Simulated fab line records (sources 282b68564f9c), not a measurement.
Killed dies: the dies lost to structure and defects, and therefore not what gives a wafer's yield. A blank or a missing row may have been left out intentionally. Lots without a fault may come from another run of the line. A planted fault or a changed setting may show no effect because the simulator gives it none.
fab line records	flow ritCmos
record: lots: 6	wafers: 18	lastDay: 7
route steps=202 shown SDANNEAL@156 PSD@157 NSD@158 PLDD@159 NLDD@160 SILICIDE@161 CONTACT@168 M1@202
lots untouched by any fault: they come from a run of this same line in which no faults occurred
startH: hours from the record's first day to the start of the lot's first wafer shown	waitH: hours since the lot's step before	" as in the row above	L1.1+2: a single row standing in for several wafers	- value missing, or start not given	* or withheld: withheld	< > ~ a bound
route shown NAME@n: a module of which the file shows steps, and the number in the route of the first	usual: mean/standard deviation of fault-free wafers	same: alike in all rows	chamber/n: place in a boat	sites: per-site readings	_std_site: standard deviation of those values	_edge_site: outer sites' mean less inner sites'	radiusMm: for every site, how far away it sits from the centre of the wafer	mask NAME#n: copy n	behind: the tool/chamber that last shaped the wafer	hold: the reason the lot was held/the length of the hold in hours/how it ended	device: transistor that didn't switch, given as n, p or np	end of line: tests of these same wafers at the route's end	a step without rows: its recipe alone	killed: the dies lost at the first sort to structure and to defects; this is not the yield of the wafer	map: a wafer's dies, x killed, . not, _ none there
set.NAME: setting as actually run; set.NAME@STEP: the setting as run at that earlier step	model.NAME: the simulator's own value behind a step, which no gauge read
certain route steps with their lots: each step a table, each wafer a row
services: from which hour (startH, from the record's first day; less than 0 if before it) a tool's chamber was out of use, for how many hours, and why
== steps ==
step: RIT_SDANNEAL_RTA_03
recipe: tempC: 1050	timeS: 5	idleTempC: 600	rampUpCPerS: 342	rampDownCPerS: 171	coolToC: 600	ambient: N2
usual: chamberO2Ppm: 1.997/0.02	wafer_temp_C_max: 1053.5/1.2
lot.wafer	tool	chamber	startH	waitH	chamberO2Ppm	wafer_temp_C_max
L293.2	rtpAnneal-02	0	50.69	0.0	2.019	1053.9
L293.3	"	0	"	"	2.037	1054.9
L293.6	"	0	"	"	1.989	1054.3
L296.2	rtpAnneal-01	0	64.84	0.0	1.998	1053.4
L296.5	"	0	"	"	2.019	1053.6
L296.6	"	0	"	"	1.993	1052.5
L298.3	rtpAnneal-01	0	75.34	0.0	1.948	1053.7
L298.4	"	0	"	"	1.985	1053.0
L298.6	"	0	"	"	1.986	1055.0
L299.1	rtpAnneal-02	0	82.14	0.0	1.973	1051.3
L299.2	"	0	"	"	1.961	1054.1
L299.4	"	0	"	"	1.978	1052.8
L312.3	rtpAnneal-02	0	143.63	0.0	1.937	1052.2
L312.5	"	0	"	"	1.999	1053.0
L312.6	"	0	"	"	2.011	1052.1
L315.2	rtpAnneal-01	0	159.14	0.0	2.001	1052.3
L315.3	"	0	"	"	2.008	1052.3
L315.5	"	0	"	"	2.008	1052.6
step: RIT_SDANNEAL_RS_MEAS_04
recipe: thkMeasGauge: four-point-probe
usual: PSD_RS: 115.98/0.29
lot.wafer	tool	chamber	startH	waitH	PSD_RS[ohm/sq]
L293.2	filmMetro-02	-	50.76	0.1	116.28
L293.3	"	-	"	"	116.62
L293.6	"	-	"	"	116.52
L296.2	filmMetro-03	-	64.91	0.1	116.24
L296.5	"	-	"	"	116.03
L296.6	"	-	"	"	115.71
L298.3	filmMetro-03	-	75.42	0.1	116.00
L298.4	"	-	"	"	115.81
L298.6	"	-	"	"	115.43
L299.1	filmMetro-03	-	82.20	0.0	115.95
L299.2	"	-	"	"	115.74
L299.4	"	-	"	"	115.58
L312.3	filmMetro-01	-	143.71	0.1	115.77
L312.5	"	-	"	"	115.81
L312.6	"	-	"	"	115.88
L315.2	filmMetro-02	-	159.21	0.1	116.46
L315.3	"	-	"	"	116.25
L315.5	"	-	"	"	116.34
step: RIT_SDANNEAL_RS_MEAS_05
recipe: thkMeasGauge: four-point-probe
usual: NSD_RS: 84.61/0.28
lot.wafer	tool	chamber	startH	waitH	NSD_RS[ohm/sq]
L293.2	filmMetro-02	-	50.88	0.1	85.09
L293.3	"	-	"	"	84.93
L293.6	"	-	"	"	84.89
L296.2	filmMetro-03	-	65.03	0.1	84.55
L296.5	"	-	"	"	84.51
L296.6	"	-	"	"	84.43
L298.3	filmMetro-03	-	75.54	0.1	84.41
L298.4	"	-	"	"	84.84
L298.6	"	-	"	"	84.60
L299.1	filmMetro-03	-	82.32	0.1	84.58
L299.2	"	-	"	"	84.46
L299.4	"	-	"	"	84.64
L312.3	filmMetro-01	-	143.83	0.1	84.82
L312.5	"	-	"	"	84.91
L312.6	"	-	"	"	85.07
L315.2	filmMetro-02	-	159.33	0.1	84.79
L315.3	"	-	"	"	84.46
L315.5	"	-	"	"	84.59
step: RIT_SDANNEAL_RS_MEAS_06
recipe: thkMeasGauge: four-point-probe
usual: PLDD_RS: 178.8/0.5
lot.wafer	tool	chamber	startH	waitH	PLDD_RS[ohm/sq]
L293.2	filmMetro-02	-	51.00	0.1	179.1
L293.3	"	-	"	"	179.0
L293.6	"	-	"	"	179.7
L296.2	filmMetro-03	-	65.15	0.1	179.6
L296.5	"	-	"	"	179.5
L296.6	"	-	"	"	178.9
L298.3	filmMetro-03	-	75.66	0.1	178.6
L298.4	"	-	"	"	178.8
L298.6	"	-	"	"	178.2
L299.1	filmMetro-03	-	82.44	0.1	178.6
L299.2	"	-	"	"	178.6
L299.4	"	-	"	"	178.6
L312.3	filmMetro-01	-	143.95	0.1	178.1
L312.5	"	-	"	"	179.0
L312.6	"	-	"	"	178.8
L315.2	filmMetro-02	-	159.45	0.1	178.7
L315.3	"	-	"	"	179.0
L315.5	"	-	"	"	178.4
step: RIT_SDANNEAL_RS_MEAS_07
recipe: thkMeasGauge: four-point-probe
usual: NLDD_RS: 151.6/0.5
lot.wafer	tool	chamber	startH	waitH	NLDD_RS[ohm/sq]
L293.2	filmMetro-02	-	51.12	0.1	152.4
L293.3	"	-	"	"	152.1
L293.6	"	-	"	"	152.7
L296.2	filmMetro-03	-	65.27	0.1	151.3
L296.5	"	-	"	"	151.5
L296.6	"	-	"	"	151.3
L298.3	filmMetro-03	-	75.78	0.1	151.7
L298.4	"	-	"	"	152.4
L298.6	"	-	"	"	152.0
L299.1	filmMetro-03	-	82.56	0.1	152.7
L299.2	"	-	"	"	152.8
L299.4	"	-	"	"	152.3
L312.3	filmMetro-01	-	144.07	0.1	151.5
L312.5	"	-	"	"	151.1
L312.6	"	-	"	"	151.6
L315.2	filmMetro-02	-	159.57	0.1	151.6
L315.3	"	-	"	"	152.0
L315.5	"	-	"	"	151.4
step: RIT_SILICIDE_WET_ETCH_00
recipe: chemistry: BOE	target: SiO2	targetDepthNm: 14	timeS: 15	dry: n2Spin	dilution: 10:1	tempC: 21.5
step: RIT_SILICIDE_SPUTTER_01
recipe: material: Ti	targetThkNm: 30	powerW: 350	chamberPressurePa: 0.667	gas: Ar	timeS: 240	substrateTempC: 25
usual: cathodeDcPowerW: 350.01/0.071	throttleValvePct: 29.3/0.66
lot.wafer	tool	chamber	startH	waitH	cathodeDcPowerW	throttleValvePct
L293.2	pvdSputter-04	-	51.23	0.0	349.92	29.0
L293.3	"	-	"	"	350.05	28.6
L293.6	"	-	"	"	350.00	28.6
L296.2	pvdSputter-01	-	65.38	0.0	350.02	29.6
L296.5	"	-	"	"	350.01	28.8
L296.6	"	-	"	"	350.20	29.9
L298.3	pvdSputter-01	-	75.88	0.0	350.03	28.6
L298.4	"	-	"	"	350.02	29.4
L298.6	"	-	"	"	350.03	30.1
L299.1	pvdSputter-04	-	82.69	0.0	350.08	28.7
L299.2	"	-	"	"	349.96	29.0
L299.4	"	-	"	"	350.01	29.9
L312.3	pvdSputter-01	-	144.16	0.0	350.03	28.5
L312.5	"	-	"	"	350.13	29.8
L312.6	"	-	"	"	349.98	29.9
L315.2	pvdSputter-04	-	159.68	0.0	349.99	29.0
L315.3	"	-	"	"	350.00	28.5
L315.5	"	-	"	"	350.02	28.5
step: RIT_SILICIDE_RS_MEAS_02
recipe: thkMeasGauge: four-point-probe	reads: Ti_of_SILICIDE_SPUTTER_01
usual: SILICIDE_TI_RS: 47.6/0.64
lot.wafer	tool	chamber	startH	waitH	SILICIDE_TI_RS[ohm/sq]
L293.2	filmMetro-04	-	51.40	0.1	47.8
L293.3	"	-	"	"	47.8
L293.6	"	-	"	"	47.5
L296.2	filmMetro-04	-	65.55	0.1	47.1
L296.5	"	-	"	"	48.4
L296.6	"	-	"	"	48.4
L298.3	filmMetro-02	-	76.07	0.1	47.5
L298.4	"	-	"	"	46.5
L298.6	"	-	"	"	47.1
L299.1	filmMetro-03	-	82.84	0.1	47.6
L299.2	"	-	"	"	47.4
L299.4	"	-	"	"	47.2
L312.3	filmMetro-02	-	144.35	0.1	46.9
L312.5	"	-	"	"	47.2
L312.6	"	-	"	"	47.2
L315.2	filmMetro-02	-	159.85	0.1	48.8
L315.3	"	-	"	"	48.9
L315.5	"	-	"	"	49.2
step: RIT_SILICIDE_THK_MEAS_03
recipe: thkMeasGauge: xrf	reads: Ti_of_SILICIDE_SPUTTER_01
usual: SILICIDE_TI_THK: 30.2/0.35
lot.wafer	tool	chamber	startH	waitH	SILICIDE_TI_THK[nm]
L293.2	filmMetro-04	-	51.51	0.1	29.7
L293.3	"	-	"	"	29.9
L293.6	"	-	"	"	30.1
L296.2	filmMetro-04	-	65.66	0.1	30.3
L296.5	"	-	"	"	29.7
L296.6	"	-	"	"	29.5
L298.3	filmMetro-02	-	76.17	0.1	30.4
L298.4	"	-	"	"	30.9
L298.6	"	-	"	"	30.7
L299.1	filmMetro-03	-	82.96	0.1	30.4
L299.2	"	-	"	"	30.5
L299.4	"	-	"	"	30.7
L312.3	filmMetro-02	-	144.45	0.1	30.6
L312.5	"	-	"	"	30.4
L312.6	"	-	"	"	30.5
L315.2	filmMetro-02	-	159.96	0.1	29.6
L315.3	"	-	"	"	29.6
L315.5	"	-	"	"	29.5
step: RIT_SILICIDE_RTA_04
recipe: tempC: 650	timeS: 9.618	idleTempC: 25	rampUpS: 5	rampDownS: 5	coolToC: 25	ambient: N2
usual: chamberO2Ppm: 1.996/0.019	wafer_temp_C_max: 652.5/0.74
lot.wafer	tool	chamber	startH	waitH	chamberO2Ppm	wafer_temp_C_max
L293.2	rtpAnneal-01	0	51.57	0.1	1.993	651.6
L293.3	"	0	"	"	1.964	651.6
L293.6	"	0	"	"	1.974	651.4
L296.2	rtpAnneal-02	0	65.72	0.1	1.994	653.2
L296.5	"	0	"	"	1.997	651.4
L296.6	"	0	"	"	2.003	652.5
L298.3	rtpAnneal-02	0	76.23	0.1	1.988	652.7
L298.4	"	0	"	"	1.980	651.7
L298.6	"	0	"	"	1.974	653.5
L299.1	rtpAnneal-01	0	83.02	0.1	1.965	652.1
L299.2	"	0	"	"	2.013	651.9
L299.4	"	0	"	"	1.981	651.8
L312.3	rtpAnneal-01	0	144.51	0.1	1.982	652.1
L312.5	"	0	"	"	1.968	651.1
L312.6	"	0	"	"	1.994	651.8
L315.2	rtpAnneal-02	0	160.02	0.1	1.973	653.5
L315.3	"	0	"	"	2.011	652.4
L315.5	"	0	"	"	1.975	652.5
step: RIT_SILICIDE_WET_ETCH_05
recipe: chemistry: SPM	target: Ti	tempC: 90	timeS: 120	dry: n2Spin
step: RIT_SILICIDE_RTA_06
recipe: tempC: 750	timeS: 10	idleTempC: 25	rampUpS: 5	rampDownS: 10	coolToC: 25	ambient: N2
usual: chamberO2Ppm: 1.999/0.021	wafer_temp_C_max: 752.9/0.78
lot.wafer	tool	chamber	startH	waitH	chamberO2Ppm	wafer_temp_C_max
L293.2	rtpAnneal-02	0	51.69	0.0	1.988	753.6
L293.3	"	0	"	"	2.014	752.3
L293.6	"	0	"	"	2.014	754.2
L296.2	rtpAnneal-01	0	65.83	0.0	1.970	752.1
L296.5	"	0	"	"	1.999	752.2
L296.6	"	0	"	"	2.005	752.8
L298.3	rtpAnneal-01	0	76.34	0.0	2.002	752.2
L298.4	"	0	"	"	2.019	752.3
L298.6	"	0	"	"	1.996	752.6
L299.1	rtpAnneal-02	0	83.13	0.0	2.016	754.0
L299.2	"	0	"	"	1.970	752.9
L299.4	"	0	"	"	2.030	753.2
L312.3	rtpAnneal-02	0	144.62	0.0	2.043	752.4
L312.5	"	0	"	"	1.996	752.3
L312.6	"	0	"	"	1.994	754.7
L315.2	rtpAnneal-01	0	160.13	0.0	1.970	752.2
L315.3	"	0	"	"	1.962	753.0
L315.5	"	0	"	"	1.975	751.9
step: RIT_CONTACT_CVD_00
recipe: material: SiO2	targetThkNm: 400	precursor: TEOS	tempC: 390	timeS: 61	rfW: 400
usual: heaterPowerW: 321/55	rfFwdPowerW: 397.2/1.4
lot.wafer	tool	chamber	startH	waitH	heaterPowerW	rfFwdPowerW
L293.2	pecvd-03	2	51.74	0.0	299	398.2
L293.3	"	0	"	"	288	398.1
L293.6	"	0	"	"	296	398.1
L296.2	pecvd-01	0	65.89	0.0	286	395.5
L296.5	"	1	"	"	310	398.9
L296.6	"	0	"	"	318	394.3
L298.3	pecvd-04	1	76.39	0.0	-	-
L298.4	"	2	"	"	-	-
L298.6	"	1	"	"	-	-
L299.1	pecvd-01	0	83.19	0.1	-	-
L299.2	"	2	"	"	-	-
L299.4	"	1	"	"	-	-
L312.3	pecvd-03	0	144.69	0.1	339	397.9
L312.5	"	1	"	"	243	395.8
L312.6	"	0	"	"	348	398.9
L315.2	pecvd-03	0	160.19	0.0	292	397.8
L315.3	"	1	"	"	298	394.7
L315.5	"	0	"	"	317	398.2
step: RIT_M1_PROBE_99
usual: defectLimitedYield: 97.4/1.1	killedAtFrontEnd: 6.9/3	killedDies: 6.9/3	killedOpen: 3.5/2	killedShort: 3.4/2.1	sort_bin_3_pad_short: 0.1/0.23	sort_bin_5_function: 1.5/0.85	sort_bin_6_memory: 1.0/0.59	sortNPass: 257.1/3	sortYieldPct: 97.4/1.1
same: grossDies: 264	killed_at_M0_to_M3: 0	killed_at_M4_up: 0	killedAtBackSide: 0	killedAtContacts: 0	killedAtOther: 0
lot.wafer	tool	chamber	startH	waitH	defectLimitedYield[%]	killedAtFrontEnd	killedDies	killedOpen	killedShort	sort_bin_3_pad_short[%]	sort_bin_5_function[%]	sort_bin_6_memory[%]	sortNPass	sortYieldPct[%]
L293.2	prober-01	-	59.24	0.1	95.8	11	11	3	8	0	1.9	2.3	253.0	95.8
L293.3	prober-01	-	59.29	0.2	92.8	19	19	9	10	0	6.1	1.1	245.0	92.8
L293.6	prober-01	-	59.44	0.2	94.7	14	14	6	8	0.8	2.7	1.9	250.0	94.7
L296.2	prober-02	-	73.73	0.1	97.7	6	6	3	3	0	1.9	0.4	258.0	97.7
L296.5	prober-02	-	73.88	0.2	98.5	4	4	3	1	0	0.4	1.1	260.0	98.5
L296.6	prober-02	-	73.93	0.2	97.7	6	6	2	4	0	1.5	0.8	258.0	97.7
L312.3	prober-02	-	151.40	0.2	97.0	8	8	5	3	0	1.9	1.1	256.0	97.0
L312.5	prober-02	-	151.50	0.2	97.0	8	8	7	1	0	1.5	1.5	256.0	97.0
L312.6	prober-02	-	151.55	0.2	97.0	8	8	5	3	0.4	0.8	1.9	256.0	97.0
L315.2	prober-01	-	166.62	0.1	97.3	7	7	5	2	0.8	0.4	1.5	257.0	97.3
L315.3	prober-01	-	166.67	0.2	96.6	9	9	5	4	0	3.0	0.4	255.0	96.6
L315.5	prober-01	-	166.77	0.2	98.9	3	3	2	1	0	0.8	0.4	261.0	98.9
killed by level:class
L293.2 GATE:geometricParticle:short=5 FOX2:geometricParticle:short=2 GATE:geometricParticle:open=2 FOX1:geometricParticle:short=1 SPACER:geometricParticle:open=1
L293.3 GATE:geometricParticle:open=5 FOX1:geometricParticle:short=4 GATE:geometricParticle:short=4 FOX1:geometricParticle:open=1 FOX2:geometricParticle:short=1 FOX2:geometricParticle:open=1 REOX:geometricParticle:open=1 SPACER:geometricParticle:short=1
L293.6 SPACER:geometricParticle:short=4 GATE:geometricParticle:short=3 FOX1:geometricParticle:open=2 GATE:geometricParticle:open=2 FOX1:geometricParticle:short=1 REOX:geometricParticle:open=1 SPACER:geometricParticle:open=1
L296.2 GATE:geometricParticle:short=2 FOX1:geometricParticle:open=1 GATE:geometricParticle:open=1 REOX:geometricParticle:short=1 SILICIDE:geometricParticle:open=1
L296.5 GATE:geometricParticle:open=2 SPACER:geometricParticle:open=1 SPACER:geometricParticle:short=1
L296.6 SPACER:geometricParticle:short=2 FOX2:geometricParticle:short=1 FOX2:geometricParticle:open=1 GATE:geometricParticle:short=1 SPACER:geometricParticle:open=1
L312.3 REOX:geometricParticle:open=2 REOX:geometricParticle:short=2 FOX1:geometricParticle:open=1 GATE:geometricParticle:open=1 GATE:geometricParticle:short=1 SPACER:geometricParticle:open=1
L312.5 FOX1:geometricParticle:open=3 GATE:geometricParticle:open=2 GATE:geometricParticle:short=1 REOX:geometricParticle:open=1 SPACER:geometricParticle:open=1
L312.6 GATE:geometricParticle:short=2 REOX:geometricParticle:open=2 FOX2:geometricParticle:open=1 GATE:geometricParticle:open=1 REOX:geometricParticle:short=1 SPACER:geometricParticle:open=1
L315.2 GATE:geometricParticle:open=2 SILICIDE:geometricParticle:open=2 FOX1:geometricParticle:open=1 FOX2:geometricParticle:short=1 SILICIDE:geometricParticle:short=1
L315.3 FOX1:geometricParticle:short=3 FOX1:geometricParticle:open=2 FOX2:geometricParticle:open=1 GATE:geometricParticle:short=1 SPACER:geometricParticle:open=1 STARTING-WAFER:geometricParticle:open=1
L315.5 FOX2:geometricParticle:open=1 SPACER:geometricParticle:open=1 SPACER:geometricParticle:short=1
== services ==
tool	chamber	startH	hours	kind
pecvd-04	-	45.22	28.1	pm
pecvd-01	-	47.62	0.6	repair
pvdSputter-04	-	54.74	12.4	repair
pecvd-01	-	94.67	2.8	pm
rtpAnneal-02	-	115.26	4.0	pm
pvdSputter-01	-	121.45	1.4	repair
pecvd-03	2	129.69	15.3	repair
== key ==
firstSign: step: RIT_CONTACT_CVD_00	reading: toolRecord	direction: missing
effect none on later readings
metAt RIT_CONTACT_CVD_00
struckWafers L298.3,L298.4,L298.6,L299.1,L299.2,L299.4
scrappedBehind RIT_CONTACT_THK_MEAS_01 L298.3,L298.4,L298.6,L299.1,L299.2,L299.4
onsetBetween 65.89 76.39
fault: kind: skippedStepWhole	tool: pecvd-01,pecvd-04	chamber: -	onsetH: 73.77	steps: RIT_CONTACT_CVD_00	scope: struckLotsOnly
